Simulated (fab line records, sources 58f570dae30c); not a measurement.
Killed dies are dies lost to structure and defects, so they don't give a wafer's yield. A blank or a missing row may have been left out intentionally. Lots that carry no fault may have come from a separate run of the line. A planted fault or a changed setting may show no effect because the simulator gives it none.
Matching of chambers || flow berkeleyCmos170 || UCB170_V1_CMP_02 on cmp-01 has 4 sister chambers
The step polishes SiO2. 14 wafers are shown with their chamber, then 7 later ones without.

## WAFERS PAIRED WITH THEIR CHAMBERS
{"wafer": "L518.3", "chamber": 2, "motorCurrentA (A)": 16.3, "platenRpm (rpm)": 60.01}
{"wafer": "L518.5", "chamber": 1, "motorCurrentA (A)": 15.7, "platenRpm (rpm)": 60.02}
{"wafer": "L518.6", "chamber": 0, "motorCurrentA (A)": 15.6, "platenRpm (rpm)": 59.94}
{"wafer": "L520.1", "chamber": 1, "motorCurrentA (A)": 15.9, "platenRpm (rpm)": 60.01}
{"wafer": "L520.4", "chamber": 2, "motorCurrentA (A)": 16.1, "platenRpm (rpm)": 59.95}
{"wafer": "L520.6", "chamber": 3, "motorCurrentA (A)": 16.0, "platenRpm (rpm)": 59.96}
{"wafer": "L523.1", "chamber": 2, "motorCurrentA (A)": 16.2, "platenRpm (rpm)": 59.98}
{"wafer": "L523.2", "chamber": 3, "motorCurrentA (A)": 16.1, "platenRpm (rpm)": 60.01}
{"wafer": "L523.4", "chamber": 1, "motorCurrentA (A)": 15.0, "platenRpm (rpm)": 60.00}
{"wafer": "L524.1", "chamber": 0, "motorCurrentA (A)": 15.0, "platenRpm (rpm)": 59.93}
{"wafer": "L524.4", "chamber": 1, "motorCurrentA (A)": 15.3, "platenRpm (rpm)": 60.05}
{"wafer": "L524.5", "chamber": 2, "motorCurrentA (A)": 16.6, "platenRpm (rpm)": 60.01}
{"wafer": "L527.1", "chamber": 0, "motorCurrentA (A)": 14.6, "platenRpm (rpm)": 60.01}
{"wafer": "L527.3", "chamber": 2, "motorCurrentA (A)": 16.8, "platenRpm (rpm)": 60.05}

SIGNATURES (means of the wafers above)
{"reading": "motorCurrentA", "chamber 0": 15.067, "chamber 1": 15.475, "chamber 2": 16.400, "chamber 3": 16.050, "scatter within a chamber": 0.366}
{"reading": "platenRpm", "chamber 0": 59.9600, "chamber 1": 60.0200, "chamber 2": 60.0000, "chamber 3": 59.9850, "scatter within a chamber": 0.0347}
Rule: a wafer's distance from a chamber is the root of the sum, over the readings, of the square of ((its reading less the chamber's mean) divided by the reading's scatter). If the next closest chamber is less than 2 further off than the closest, the wafer can't be placed; otherwise it belongs to the closest. The scatter is the square root of a quotient: the sum, over the shown wafers, of each reading's squared deviation from its chamber's mean, divided by wafers minus chambers.

## WAFERS WITHOUT THEIR CHAMBER
{"wafer": "L527.4", "motorCurrentA (A)": 16.1, "platenRpm (rpm)": 60.01}
{"wafer": "L528.4", "motorCurrentA (A)": 16.6, "platenRpm (rpm)": 59.94}
{"wafer": "L528.5", "motorCurrentA (A)": 15.0, "platenRpm (rpm)": 60.00}
{"wafer": "L528.6", "motorCurrentA (A)": 14.9, "platenRpm (rpm)": 60.00}
{"wafer": "L540.1", "motorCurrentA (A)": 15.4, "platenRpm (rpm)": 60.02}
{"wafer": "L540.3", "motorCurrentA (A)": 15.7, "platenRpm (rpm)": 60.02}
{"wafer": "L540.4", "motorCurrentA (A)": 15.1, "platenRpm (rpm)": 59.98}

## THE CHAMBER EACH PASSED THROUGH
{"wafer": "L527.4", "from the rows above": "can't be placed: 3 or 2 or 1", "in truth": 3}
{"wafer": "L528.4", "from the rows above": "can't be placed: 2 or 3", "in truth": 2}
{"wafer": "L528.5", "from the rows above": "can't be placed: 0 or 1 or 3", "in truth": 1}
{"wafer": "L528.6", "from the rows above": "can't be placed: 0 or 1 or 3", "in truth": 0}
{"wafer": "L540.1", "from the rows above": "can't be placed: 1 or 0 or 3", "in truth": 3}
{"wafer": "L540.3", "from the rows above": "can't be placed: 1 or 3 or 2 or 0", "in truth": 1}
{"wafer": "L540.4", "from the rows above": "can't be placed: 0 or 1", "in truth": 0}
Correctly placed: 0 of 7. Can't be placed from these rows: 7 (the true chamber is among the candidates in 7). Wrongly placed: 0.
